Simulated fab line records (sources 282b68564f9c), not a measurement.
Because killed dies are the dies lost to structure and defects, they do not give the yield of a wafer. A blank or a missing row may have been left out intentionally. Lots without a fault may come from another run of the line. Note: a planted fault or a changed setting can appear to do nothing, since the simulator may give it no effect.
Comparing a struck lot with a sound one || flow ritCmos || 18 out of 202 route steps
Sound: the wafers L795.1, L795.2, L795.5. Wafers L806.4, L806.5, L806.6 were the ones struck. The cause is given at the end.
Per side, at each step with rows, come the tool, then ch with its chambers, and then its first start. Under that, the readings that differ: sound wafers || struck wafers || difference of the means || sigmas: that difference in standard deviations of wafers without a fault.
alike: readings with means less than 2 such deviations apart, plus words and numbers identical on both sides. not compared: withheld readings, readings lacking a value on some wafer, bounds such as >300 that could conceal the same value, and numbers that have no deviation in the record and whose values overlap.
Wherever a step has rows on one side only, a row that says differs or no value, or a row with sigmas, the two part there. Numbers that have no deviation but don't overlap get no sigmas and don't part them. Lack of a reading on every wafer of one side parts them only where that side has two or more wafers.

RIT_M1_RS_MEAS_01: a four-point-probe measurement.
  sound: filmMetro-04 at day 3 10:34; struck: filmMetro-03 at day 5 17:44
  alike: M1_AL_RS
RIT_M1_THK_MEAS_02: measures by xrf.
  sound: filmMetro-04 at day 3 10:41; struck: filmMetro-03 at day 5 17:50
  alike: M1_AL_THK
then, 6 steps without rows for these wafers: RIT_M1_HMDS_03 (prime time 60 s); RIT_M1_COAT_04 (resist thk 1300 nm); RIT_M1_SOFTBAKE_05 (time 60 s); RIT_M1_EXPOSE_06 (exposes mask M12, target cd 2600 nm); RIT_M1_PEB_07; RIT_M1_DEVELOP_08 (develop time 68 s).
RIT_M1_CD_MEAS_09: target cd 2600 nm.
  sound: cdSem-02 at day 3 11:38; struck: cdSem-01 at day 5 18:55
  alike: cdNm
RIT_M1_OVL_MEAS_10:
  sound: overlay-01 at day 3 11:45; struck: overlay-02 at day 5 19:00
  alike: M1_OVL
then, 1 step without rows for these wafers: RIT_M1_HARDBAKE_11 (time 120 s).
RIT_M1_METAL_ETCH_12: etches Al in Cl2/BCl3, stops on SiO2, time 165 s, target depth 600 nm.
  sound on rieMetal-03 ch 0,1, day 3 12:02; struck on rieMetal-02 ch 0,1, day 5 19:19
  alike: bcl3FlowSccm, drypumpMotorCurrentA, oesProductAu, rfFwdPowerW, throttleValvePct
  not compared: rfHoursCounterH
RIT_M1_STRIP_13: strips in nmp, time 600 s.
  sound on wetBench-02 ch 0, day 3 12:11; struck on wetBench-02 ch 3, day 5 19:26
RIT_M1_STRIP_14: strips in O2, time 180 s.
  sound on plasmaAsher-03 ch 0,1, day 3 12:23; struck on plasmaAsher-04 ch 0,1, day 5 19:40
  alike: drypumpMotorCurrentA, rfReflPowerW
  not compared: rfHoursCounterH
RIT_M1_CD_MEAS_90: target cd 2600 nm.
  sound: cdSem-01 at day 3 12:34; struck: cdSem-01 at day 5 19:50
  alike: cdNm
then, 1 step without rows for these wafers: RIT_M1_ANNEAL_15 (time 1800 s).
RIT_M1_BOW_MEAS_16:
  sound: filmMetro-04 at day 3 14:11; struck: filmMetro-03 at day 5 21:28
  alike: M1_BOW
RIT_M1_PROBE_99:
  sound: prober-02 at day 3 14:18; struck: prober-01 at day 5 21:40
{"reading": "defectLimitedYield (%)", "sound": "96.2 98.1 96.2", "struck": "82.6 82.2 82.2", "difference": -14.5, "sigmas": -12}
{"reading": "killed_at_M0_to_M3", "sound": "0 0 0", "struck": "38 42 42", "difference": "+41", "sigmas": "+99 or more"}
{"reading": "killedDies", "sound": "10 5 10", "struck": "46 47 47", "difference": "+38", "sigmas": "+12"}
{"reading": "sort_bin_3_pad_short (%)", "sound": "0.4 0 0.4", "struck": "5.7 7.2 4.2", "difference": "+5.4", "sigmas": "+24"}
{"reading": "sort_bin_5_function (%)", "sound": "2.3 1.1 2.3", "struck": "8.0 7.6 11.7", "difference": "+7.2", "sigmas": "+8"}
{"reading": "sort_bin_6_memory (%)", "sound": "1.1 0.8 1.1", "struck": "3.8 3.0 1.9", "difference": "+1.9", "sigmas": "+3"}
{"reading": "sortNPass", "sound": "254 259 254", "struck": "218 217 217", "difference": -38, "sigmas": -12}
{"reading": "sortYieldPct (%)", "sound": "96.2 98.1 96.2", "struck": "82.6 82.2 82.2", "difference": -14.5, "sigmas": -12}
{"reading": "model.etest.tester.sortNPass", "sound": "254 259 254", "struck": "218 217 217", "difference": -38, "sigmas": ""}
{"reading": "model.etest.tester.sortYieldPct (%)", "sound": "96.21 98.11 96.21", "struck": "82.58 82.2 82.2", "difference": -14.52, "sigmas": ""}
{"reading": "model.etest.tester.sort_bin_5_pct (%)", "sound": "2.273 1.136 2.273", "struck": "7.955 7.576 11.74", "difference": "+7.196", "sigmas": ""}
{"reading": "model.etest.tester.sort_bin_3_pct (%)", "sound": "0.3788 0 0.3788", "struck": "5.682 7.197 4.167", "difference": "+5.429", "sigmas": ""}
{"reading": "model.etest.tester.sort_bin_6_pct (%)", "sound": "1.136 0.7576 1.136", "struck": "3.788 3.03 1.894", "difference": "+1.894", "sigmas": ""}
  alike: killedAtContacts, killedAtFrontEnd, killedOpen, killedShort

== WHERE THEY PART ==
Only at RIT_M1_PROBE_99, as far as this record shows.

WHY: whatever the simulator had introduced
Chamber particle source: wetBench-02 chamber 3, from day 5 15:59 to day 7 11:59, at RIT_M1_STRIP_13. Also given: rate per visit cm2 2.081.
